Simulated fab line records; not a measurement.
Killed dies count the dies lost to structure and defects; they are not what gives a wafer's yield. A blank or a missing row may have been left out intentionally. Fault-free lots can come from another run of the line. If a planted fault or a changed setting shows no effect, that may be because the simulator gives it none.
A lot that was struck, set against a sound lot | flow berkeleyCmos170 | 32 out of 331 route steps
Sound: the wafers L239.1, L239.3, L239.6. The struck wafers were L223.1, L223.3, L223.6. The cause comes at the end.
Per side, at each step with rows, come the tool, then ch with its chambers, and then its first start. Under that, the readings that differ: sound wafers | struck wafers | difference of the means | sigmas: that difference in standard deviations of wafers without a fault.
alike: a reading whose means differ by less than 2 such deviations, as well as words and numbers matching on both sides. not compared: withheld readings; readings where some wafer has no value; bounds like >300 that might hide an equal value; numbers whose values overlap and for which the record gives no deviation.
A row with sigmas, a row that says differs or no value, or rows on one side alone: a step with any of these is where the two part. When numbers do not overlap yet have no deviation, they are printed without sigmas and do not part them. A reading missing from all wafers of one side parts the sides only when that side holds two or more wafers.

UCB170_SDANNEAL_RTA_01: time 5 s.
  sound on rtpAnneal-02 ch 0, day 10 21:18; struck on rtpAnneal-01 ch 0, day 7 09:18
reading          | sound          | struck         | difference | sigmas
lampPowerPct (%) | 40.7 40.8 40.7 | 35.8 35.8 35.8 | -4.9       | -2
  alike: wafer_temp_C_max
UCB170_SDANNEAL_RS_MEAS_02: uses a four-point probe to measure.
  sound on filmMetro-03 at day 10 21:22; struck on filmMetro-02 at day 7 09:21
reading         | sound             | struck            | difference | sigmas
PSD_RS (ohm/sq) | 75.45 75.28 75.55 | 75.72 76.16 76.19 | +0.60      | +2
UCB170_SDANNEAL_RS_MEAS_03: uses a four-point probe to measure.
  sound on filmMetro-03 at day 10 21:29; struck on filmMetro-02 at day 7 09:28
  alike: NSD_RS
UCB170_SDANNEAL_RS_MEAS_04: uses a four-point probe to measure.
  sound on filmMetro-03 at day 10 21:36; struck on filmMetro-02 at day 7 09:35
reading          | sound                | struck               | difference | sigmas
PLDD_RS (ohm/sq) | 1028.1 1026.6 1030.3 | 1034.4 1032.8 1033.5 | +5.2       | +2
UCB170_SDANNEAL_RS_MEAS_05: uses a four-point probe to measure.
  sound on filmMetro-03 at day 10 21:43; struck on filmMetro-02 at day 7 09:43
reading          | sound             | struck            | difference | sigmas
NLDD_RS (ohm/sq) | 620.9 619.2 619.4 | 622.6 622.9 622.2 | +2.7       | +2
then, 1 step without rows for these wafers: UCB170_SILICIDE_PRE_CLEAN_00 (preclean etch time 60 s).
UCB170_SILICIDE_SPUTTER_01: material Ti, target thk 30 nm, time 25 s.
  sound on pvdSputter-04 at day 10 21:55; struck on pvdSputter-01 at day 7 09:54
  alike: throttleValvePct
UCB170_SILICIDE_RS_MEAS_02: uses a four-point probe to measure.
  sound on filmMetro-02 at day 10 21:56; struck on filmMetro-01 at day 7 09:56
  alike: SILICIDE_TI_RS
UCB170_SILICIDE_THK_MEAS_03: measures by xrf.
  sound on filmMetro-02 at day 10 22:04; struck on filmMetro-01 at day 7 10:03
  alike: SILICIDE_TI_THK
then, 3 steps without rows for these wafers: UCB170_SILICIDE_RTA_04 (time 15 s); UCB170_SILICIDE_WET_ETCH_05 (etches Ti in SPM, time 45 s); UCB170_CONTACT_CLEAN_00 (cleans in SPM, time 600 s).
UCB170_CONTACT_CVD_01: deposits PSG from SiH4/O2/PH3, target thk 700 nm, time 2820 s.
  sound on lpcvd-01 ch 1, day 10 23:18; struck on lpcvd-02 ch 0, day 7 11:23
  alike: spikeTcLoadC
UCB170_CONTACT_THK_MEAS_02:
  sound on filmMetro-02 at day 11 01:05; struck on filmMetro-03 at day 7 13:11
reading              | sound       | struck      | difference | sigmas
CONTACT_PSG_THK (nm) | 702 696 702 | 603 601 606 | -97        | -13
then, 3 steps without rows for these wafers: UCB170_CONTACT_HMDS_03 (prime time 60 s); UCB170_CONTACT_COAT_04 (resist thk 900 nm); UCB170_CONTACT_SOFTBAKE_05 (time 60 s).
UCB170_CONTACT_STRIP_06: strips in O2.
  sound on plasmaAsher-01 ch 0,1, day 11 02:21; struck on plasmaAsher-02 ch 0,1, day 7 14:04
  alike: drypumpMotorCurrentA, oesProductAu, stripTimeToEndpointS
  not compared: rfHoursCounterH
then, 1 step without rows for these wafers: UCB170_CONTACT_CLEAN_07 (cleans in SPM, time 600 s).
UCB170_CONTACT_RTA_08: time 10 s.
  sound on rtpAnneal-01 ch 0, day 11 02:41; struck on rtpAnneal-01 ch 0, day 7 14:41
  alike: lampPowerPct, wafer_temp_C_max
then, 6 steps without rows for these wafers: UCB170_CONTACT_COAT_09; UCB170_CONTACT_COAT_10 (resist thk 900 nm); UCB170_CONTACT_SOFTBAKE_11 (time 60 s); UCB170_CONTACT_EXPOSE_12 (exposes mask CONT, target cd 700 nm); UCB170_CONTACT_PEB_13; UCB170_CONTACT_DEVELOP_14 (develop time 45 s).
UCB170_CONTACT_CD_MEAS_15 targets a cd of 700 nm.
  sound on cdSem-01 at day 11 04:04; struck on cdSem-01 at day 7 16:08
  alike: cdNm
UCB170_CONTACT_OVL_MEAS_16:
  sound on overlay-02 at day 11 04:11; struck on overlay-02 at day 7 16:16
  alike: CONTACT_OVL
then, 1 step without rows for these wafers: UCB170_CONTACT_ETCH_17 (etches BARC in N2/H2).
UCB170_CONTACT_ETCH_18: etches PSG in CHF3/CF4/Ar, stops on TiSi2, target depth 840 nm, time 195 s.
  sound: rieDiel-02 ch 0,1,2; struck: rieDiel-01 ch 0,2,3
reading             | sound             | struck            | difference | sigmas
oesProductAu (a.u.) | 0.907 0.867 0.872 | 0.831 0.825 0.815 | -0.058     | -4
  alike: cf4FlowSccm, drypumpMotorCurrentA, throttleValvePct
  not compared: rfHoursCounterH
UCB170_CONTACT_STRIP_19: strips in O2.
  sound on plasmaAsher-02 ch 0,1, day 11 04:23; struck on plasmaAsher-04 ch 0,1, day 7 16:28
  alike: drypumpMotorCurrentA, oesProductAu
  not compared: rfHoursCounterH
then, 1 step without rows for these wafers: UCB170_M3_PROBE_99.

## WHERE THEY PART
At UCB170_SDANNEAL_RTA_01 first; at UCB170_CONTACT_ETCH_18 last (within this record only). Later steps at which nothing parts them and some readings are alike: UCB170_CONTACT_STRIP_19.

WHY: whatever the simulator had introduced
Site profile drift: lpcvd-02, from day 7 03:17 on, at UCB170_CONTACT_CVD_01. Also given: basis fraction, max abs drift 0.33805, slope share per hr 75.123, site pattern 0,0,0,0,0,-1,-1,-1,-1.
